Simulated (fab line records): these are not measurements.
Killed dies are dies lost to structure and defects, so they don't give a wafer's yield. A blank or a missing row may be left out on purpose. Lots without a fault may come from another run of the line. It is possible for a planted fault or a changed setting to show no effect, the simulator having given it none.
Which of the tools did it?    flow rit cmos    route of 202 steps, sampled at 1 step: 7 lots, 21 wafers

## WHAT THE GAUGES READ, wafer by wafer
RIT_FOX2_THK_MEAS_01.
lot   measured     on             FOX2_OXIDE_THK (nm)
L140  day 1 23:59  film metro-04  366 364 358
L143  day 2 15:49  film metro-02  361 358 357
L145  day 3 02:22  film metro-02  346 348 349
L149  day 3 21:56  film metro-03  353 353 354
L153  day 4 19:17  film metro-02  358 358 355
L159  day 5 23:44  film metro-02  348 350 347
L162  day 6 17:26  film metro-04  356 349 353

## WHICH TOOL RAN EACH LOT (tool, then ch and the chambers of the sampled wafers, then the start)
Before these readings, the record contains no process step.

## THE ANSWER, worked out from the rows above alone
Rule: what is usual is taken from the lots themselves. Put in order of their means at a reading, lots are off if they are a third of the lots or fewer, leave a main group of 4 or more, and stand apart from it by a gap of 3 or more times the standard deviation of the main group's means; of several such gaps the widest counts. A main group whose means are all the same, to the digits that the tables above print for the reading, isn't used. Also off: a lot with no number at a reading for which 4 or more lots have one. Any other lot the step has rows for is counted as sound.
No lot is off on any of the readings shown, so nothing can be concluded from this.

## WHAT HAD BEEN PUT IN BY THE SIMULATOR
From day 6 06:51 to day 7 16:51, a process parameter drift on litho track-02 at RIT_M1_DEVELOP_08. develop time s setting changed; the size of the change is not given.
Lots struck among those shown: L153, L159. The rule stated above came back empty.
